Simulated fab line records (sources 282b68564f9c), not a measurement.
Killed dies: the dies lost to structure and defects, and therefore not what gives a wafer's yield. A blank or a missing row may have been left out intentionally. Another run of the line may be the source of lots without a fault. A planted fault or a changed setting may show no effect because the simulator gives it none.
Which tool was responsible?    flow ritCmos    Sampling: 7 lots, 21 wafers, 2 of 202 route steps

== WHAT EACH GAUGE READ, for each wafer ==
RIT_NWELL_TW_MEAS_10.
lot   measured     on            NWELL_TW
L194  day 2 08:40  filmMetro-04  2138 2152 2158
L196  day 2 17:31  filmMetro-03  2138 2150 2135
L201  day 3 17:55  filmMetro-03  2149 2163 2145
L204  day 4 10:18  filmMetro-01  1990 1986 1985
L206  day 4 18:49  filmMetro-03  2152 2146 2134
L211  day 5 20:21  filmMetro-01  2122 2134 2129
L215  day 6 17:09  filmMetro-04  2142 2130 2142

== WHAT TOOL EACH LOT RAN ON (gives the tool, then ch and the chambers of the sampled wafers, and finally the start) ==
lot   RIT_NWELL_IMPLANT_08
L194  implanter-04 ch 0, day 2 08:21
L196  implanter-03 ch 0, day 2 17:11
L201  implanter-02 ch 0, day 3 17:36
L204  implanter-02 ch 0, day 4 09:59
L206  implanter-03 ch 0, day 4 18:31
L211  implanter-04 ch 0, day 5 20:04
L215  implanter-03 ch 0, day 6 16:50
- RIT_NWELL_IMPLANT_08

== THE ANSWER, worked out from the rows above alone ==
Rule: the usual values come from the lots themselves. The widest of any qualifying gaps counts: lots, ordered by their means at a reading, are off when they make up no more than a third of the lots, leave a main group of 4 or more, and stand apart from it by 3 or more times the standard deviation of that group's means. A main group whose means are all the same, to the digits that the tables above print for the reading, isn't used. Also off: a lot with no number at a reading for which 4 or more lots have one. All remaining lots with rows at the step are treated as sound.
Off: at RIT_NWELL_TW_MEAS_10 (NWELL_TW), L204. The main group: mean 2142, standard deviation 7.8.
A tool fits if, at a process step before that reading, it ran every lot that is off, and no sound lot after the first of them. Gauges at RIT_NWELL_TW_MEAS_10: tried the same way as those tools. One fits: implanter-02 at RIT_NWELL_IMPLANT_08. A fault onset in the window from L201 (day 3 17:36, its last sound lot) to L204 (day 4 09:59, its first lot off) fits.

== WHAT THE SIMULATOR HAD INSERTED ==
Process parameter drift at RIT_NWELL_IMPLANT_08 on implanter-02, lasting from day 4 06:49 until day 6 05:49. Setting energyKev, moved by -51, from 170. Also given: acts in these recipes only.
Struck lots among those shown: L204. The rule above found the same.
